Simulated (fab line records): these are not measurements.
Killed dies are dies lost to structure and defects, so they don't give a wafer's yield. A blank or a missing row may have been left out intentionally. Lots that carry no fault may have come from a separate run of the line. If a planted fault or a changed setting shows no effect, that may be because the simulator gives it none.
fab line records / flow rit-cmos
record: lots: 14 wafers: 42 last-day: 7
route steps=202 shown NLDD@108
lots that met no fault: taken from a fault-free run of the same line
start-h: start of the lot's first displayed wafer, in hours after the record's first day / wait-h: how many hours have passed since the lot's step before this one / " identical to the entry in the row above / L1.1+2: a single row standing in for several wafers / - no value, or no start was given / * or withheld: withheld / < > ~ a bound
route shown NAME@n: NAME is a module with steps in the file, n the number in the route of the first one / usual: mean/standard deviation of fault-free wafers / same: alike in all rows / chamber/n: place in a boat / sites: readings site by site / _std_site: standard deviation of those values / _edge_site: outer sites' mean less inner sites' / radius-mm: how far each site lies from the wafer's centre / mask NAME#n: copy n / behind: the tool/chamber that last shaped the wafer / hold: cause of the lot's hold/its duration in hours/its outcome / device: which transistor (n, p or np) failed to switch / end of line: the same wafers' tests at the end of the route / for a step that has no rows: nothing shown but its recipe / killed: dies that structure and defects cost at the first sort, which is not the same as the wafer's yield / map: per-die view of a wafer (x killed, . not killed, _ where there is no die)
set.NAME: the setting the step ran with; set.NAME@STEP: the setting that earlier step ran with / model.NAME: the simulator's own value behind a step, which no gauge read
one table for each step of the route and one row for each wafer, over a sample of lots
== steps ==
step: RIT_NLDD_DEVELOP_05
recipe: resist: NOVOLAK develop-time-s: 50 dev-temp-c: 23
usual: chill-plate-temp-C: 23.01/0.1 develop-time-s: 50/0 resist-line-temp-C: 23.02/0.086
lot.wafer=L321.2 tool=litho-track-03 chamber=0 start-h=43 wait-h=- chill-plate-temp-C=23.02 develop-time-s=50 resist-line-temp-C=22.96
lot.wafer=L321.3 tool=litho-track-03 chamber=0 start-h=43 wait-h=- chill-plate-temp-C=22.95 develop-time-s=50 resist-line-temp-C=23.05
lot.wafer=L321.6 tool=litho-track-03 chamber=0 start-h=43 wait-h=- chill-plate-temp-C=23.12 develop-time-s=50 resist-line-temp-C=22.98
lot.wafer=L322.2 tool=litho-track-01 chamber=0 start-h=51 wait-h=- chill-plate-temp-C=22.92 develop-time-s=50 resist-line-temp-C=23.16
lot.wafer=L322.3 tool=litho-track-01 chamber=0 start-h=51 wait-h=- chill-plate-temp-C=23.10 develop-time-s=50 resist-line-temp-C=23.03
lot.wafer=L322.4 tool=litho-track-01 chamber=0 start-h=51 wait-h=- chill-plate-temp-C=22.95 develop-time-s=50 resist-line-temp-C=23.07
lot.wafer=L323.1 tool=litho-track-03 chamber=0 start-h=59 wait-h=- chill-plate-temp-C=22.78 develop-time-s=50 resist-line-temp-C=23.03
lot.wafer=L323.2 tool=litho-track-03 chamber=0 start-h=59 wait-h=- chill-plate-temp-C=22.86 develop-time-s=50 resist-line-temp-C=23.02
lot.wafer=L323.3 tool=litho-track-03 chamber=0 start-h=59 wait-h=- chill-plate-temp-C=22.87 develop-time-s=50 resist-line-temp-C=22.93
lot.wafer=L324.2 tool=litho-track-04 chamber=0 start-h=60 wait-h=- chill-plate-temp-C=23.02 develop-time-s=50 resist-line-temp-C=22.99
lot.wafer=L324.3 tool=litho-track-04 chamber=0 start-h=60 wait-h=- chill-plate-temp-C=23.03 develop-time-s=50 resist-line-temp-C=23.04
lot.wafer=L324.5 tool=litho-track-04 chamber=0 start-h=60 wait-h=- chill-plate-temp-C=23.11 develop-time-s=50 resist-line-temp-C=23.11
lot.wafer=L325.2 tool=litho-track-03 chamber=0 start-h=63 wait-h=- chill-plate-temp-C=22.93 develop-time-s=50 resist-line-temp-C=23.06
lot.wafer=L325.3 tool=litho-track-03 chamber=0 start-h=63 wait-h=- chill-plate-temp-C=22.91 develop-time-s=50 resist-line-temp-C=22.93
lot.wafer=L325.6 tool=litho-track-03 chamber=0 start-h=63 wait-h=- chill-plate-temp-C=23.06 develop-time-s=50 resist-line-temp-C=22.79
lot.wafer=L331.3 tool=litho-track-01 chamber=- start-h=92 wait-h=- chill-plate-temp-C=- develop-time-s=- resist-line-temp-C=-
lot.wafer=L331.4 tool=litho-track-01 chamber=- start-h=92 wait-h=- chill-plate-temp-C=- develop-time-s=- resist-line-temp-C=-
lot.wafer=L331.6 tool=litho-track-01 chamber=- start-h=92 wait-h=- chill-plate-temp-C=- develop-time-s=- resist-line-temp-C=-
lot.wafer=L332.1 tool=litho-track-03 chamber=- start-h=100 wait-h=- chill-plate-temp-C=- develop-time-s=- resist-line-temp-C=-
lot.wafer=L332.2 tool=litho-track-03 chamber=- start-h=100 wait-h=- chill-plate-temp-C=- develop-time-s=- resist-line-temp-C=-
lot.wafer=L332.5 tool=litho-track-03 chamber=- start-h=100 wait-h=- chill-plate-temp-C=- develop-time-s=- resist-line-temp-C=-
lot.wafer=L336.2 tool=litho-track-03 chamber=0 start-h=115 wait-h=- chill-plate-temp-C=23.03 develop-time-s=50 resist-line-temp-C=22.98
lot.wafer=L336.3 tool=litho-track-03 chamber=0 start-h=115 wait-h=- chill-plate-temp-C=22.97 develop-time-s=50 resist-line-temp-C=23.00
lot.wafer=L336.6 tool=litho-track-03 chamber=0 start-h=115 wait-h=- chill-plate-temp-C=22.99 develop-time-s=50 resist-line-temp-C=22.94
lot.wafer=L337.1 tool=litho-track-03 chamber=0 start-h=120 wait-h=- chill-plate-temp-C=22.82 develop-time-s=50 resist-line-temp-C=23.12
lot.wafer=L337.2 tool=litho-track-03 chamber=0 start-h=120 wait-h=- chill-plate-temp-C=23.02 develop-time-s=50 resist-line-temp-C=22.88
lot.wafer=L337.5 tool=litho-track-03 chamber=0 start-h=120 wait-h=- chill-plate-temp-C=22.92 develop-time-s=50 resist-line-temp-C=23.11
lot.wafer=L338.1 tool=litho-track-03 chamber=0 start-h=128 wait-h=- chill-plate-temp-C=22.93 develop-time-s=50 resist-line-temp-C=23.04
lot.wafer=L338.4 tool=litho-track-03 chamber=0 start-h=128 wait-h=- chill-plate-temp-C=22.83 develop-time-s=50 resist-line-temp-C=22.96
lot.wafer=L338.6 tool=litho-track-03 chamber=0 start-h=128 wait-h=- chill-plate-temp-C=22.76 develop-time-s=50 resist-line-temp-C=22.91
lot.wafer=L339.2 tool=litho-track-03 chamber=0 start-h=132 wait-h=- chill-plate-temp-C=23.24 develop-time-s=50 resist-line-temp-C=22.95
lot.wafer=L339.3 tool=litho-track-03 chamber=0 start-h=132 wait-h=- chill-plate-temp-C=23.05 develop-time-s=50 resist-line-temp-C=23.07
lot.wafer=L339.5 tool=litho-track-03 chamber=0 start-h=132 wait-h=- chill-plate-temp-C=23.22 develop-time-s=50 resist-line-temp-C=23.06
lot.wafer=L341.3 tool=litho-track-01 chamber=0 start-h=142 wait-h=- chill-plate-temp-C=23.09 develop-time-s=50 resist-line-temp-C=22.96
lot.wafer=L341.5 tool=litho-track-01 chamber=0 start-h=142 wait-h=- chill-plate-temp-C=22.99 develop-time-s=50 resist-line-temp-C=22.97
lot.wafer=L341.6 tool=litho-track-01 chamber=0 start-h=142 wait-h=- chill-plate-temp-C=23.09 develop-time-s=50 resist-line-temp-C=22.93
lot.wafer=L343.1 tool=litho-track-01 chamber=0 start-h=152 wait-h=- chill-plate-temp-C=23.16 develop-time-s=50 resist-line-temp-C=23.15
lot.wafer=L343.3 tool=litho-track-01 chamber=0 start-h=152 wait-h=- chill-plate-temp-C=23.01 develop-time-s=50 resist-line-temp-C=23.06
lot.wafer=L343.6 tool=litho-track-01 chamber=0 start-h=152 wait-h=- chill-plate-temp-C=23.13 develop-time-s=50 resist-line-temp-C=22.93
lot.wafer=L344.2 tool=litho-track-03 chamber=0 start-h=156 wait-h=- chill-plate-temp-C=22.93 develop-time-s=50 resist-line-temp-C=23.04
lot.wafer=L344.3 tool=litho-track-03 chamber=0 start-h=156 wait-h=- chill-plate-temp-C=22.99 develop-time-s=50 resist-line-temp-C=23.09
lot.wafer=L344.4 tool=litho-track-03 chamber=0 start-h=156 wait-h=- chill-plate-temp-C=22.94 develop-time-s=50 resist-line-temp-C=22.96
== key ==
first-sign: step: RIT_NLDD_DEVELOP_05 reading: tool-record direction: missing
effect none on later readings
met-at RIT_NLDD_DEVELOP_05
struck-lots L331,L332
sort-left-out L331.3,L331.4,L331.6,L332.1,L332.2,L332.5
tester-left-out L331,L332
fault: kind: skipped-step-whole tool: litho-track-01,litho-track-03 chamber: - onset-h: 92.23 steps: RIT_NLDD_DEVELOP_05 scope: struck-lots-only
tester-left-out: of these lots the tester's yield and bins aren't shown, on N5 and GAA mostly nor the transistor test; their killed dies are dies lost to structure and defects alone, not to doping, threshold or leakage, so they don't give the yield
sort-left-out: the simulated sort isn't trusted on such a fault, so these wafers' sort isn't shown, and their yield isn't known
